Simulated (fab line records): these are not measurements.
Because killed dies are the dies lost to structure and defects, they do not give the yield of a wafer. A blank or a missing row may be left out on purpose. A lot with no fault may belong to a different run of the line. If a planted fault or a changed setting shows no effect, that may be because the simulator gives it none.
A lot that was struck, set against a sound lot	flow ritCmos	14 out of 202 route steps
Sound: these wafers, L496.1, L496.4, L496.6. Struck: wafers L481.1, L481.3, L481.4. The cause comes at the end.
At each step with rows: each side's tool, then ch and its chambers, then its first start. Under that, the readings that differ: sound wafers	struck wafers	difference of the means	sigmas: that difference in standard deviations of wafers without a fault.
alike: readings with means less than 2 such deviations apart, plus words and numbers identical on both sides. not compared: withheld readings, readings lacking a value on some wafer, bounds such as >300 that could conceal the same value, and numbers that have no deviation in the record and whose values overlap.
The two part at a step that has a row with sigmas, a row that says differs or no value, or rows on one side only. When numbers do not overlap yet have no deviation, they are printed without sigmas and do not part them. A reading missing from all wafers of one side parts the sides only when that side holds two or more wafers.

first, 1 step without rows for these wafers: RIT_CONTACT_HARDBAKE_10 (time 60 s).
RIT_CONTACT_ETCH_11: etches SiO2 in CHF3/CF4/Ar, stops on TiSi2, target depth 480 nm, time 320 s.
  sound on rieDiel-02 ch 0,1,2, day 7 14:58; struck on rieDiel-01 ch 0,1,3, day 4 09:05
  alike: chamberPressureMTorr, drypumpMotorCurrentA, oesProductAu, throttleValvePct
  not compared: rfHoursCounterH
RIT_CONTACT_STRIP_12: strips in O2, time 180 s.
  sound on plasmaAsher-01 ch 0,1, day 7 15:10; struck on plasmaAsher-01 ch 0,1, day 4 09:17
  alike: chamberPressureMTorr, drypumpMotorCurrentA
  not compared: rfHoursCounterH
RIT_CONTACT_CD_MEAS_90: target cd 1000 nm.
  sound on cdSem-02 at day 7 15:20; struck on cdSem-02 at day 4 09:27
  alike: cdNm
then, 2 steps without rows for these wafers: RIT_CONTACT_CLEAN_13 (cleans in SC1, time 600 s); RIT_CONTACT_CLEAN_14 (cleans in SC2, time 600 s).
RIT_M1_SPUTTER_00: material Al, target thk 400 nm, time 500 s.
  sound on pvdSputter-03 at day 7 15:50; struck on pvdSputter-01 at day 4 09:55
  alike: throttleValvePct
RIT_M1_RS_MEAS_01: uses a four-point probe to measure.
  sound on filmMetro-01 at day 7 16:07; struck on filmMetro-03 at day 4 10:13
  alike: M1_AL_RS
RIT_M1_THK_MEAS_02: measures by xrf.
  sound on filmMetro-01 at day 7 16:14; struck on filmMetro-03 at day 4 10:20
  alike: M1_AL_THK
then, 3 steps without rows for these wafers: RIT_M1_HMDS_03 (prime time 60 s); RIT_M1_COAT_04 (resist thk 1300 nm); RIT_M1_SOFTBAKE_05 (time 60 s).
RIT_M1_EXPOSE_06: exposes mask M12, target cd 2600 nm.
  struck on ilineStepper-02, day 4 10:51; sound on ilineStepper-02 ch 0, day 7 16:45
  no value came back on the struck wafers for exposureDoseMJCm2, focusOffsetNm (nm); on the sound wafers exposureDoseMJCm2 reads 250.04 249.92 250.23
  alike: mask
after that, 1 step had no rows for these wafers: RIT_M1_PEB_07.

## WHERE THEY PART
Only at RIT_M1_EXPOSE_06, as far as this record shows.

WHY: whatever the simulator had introduced
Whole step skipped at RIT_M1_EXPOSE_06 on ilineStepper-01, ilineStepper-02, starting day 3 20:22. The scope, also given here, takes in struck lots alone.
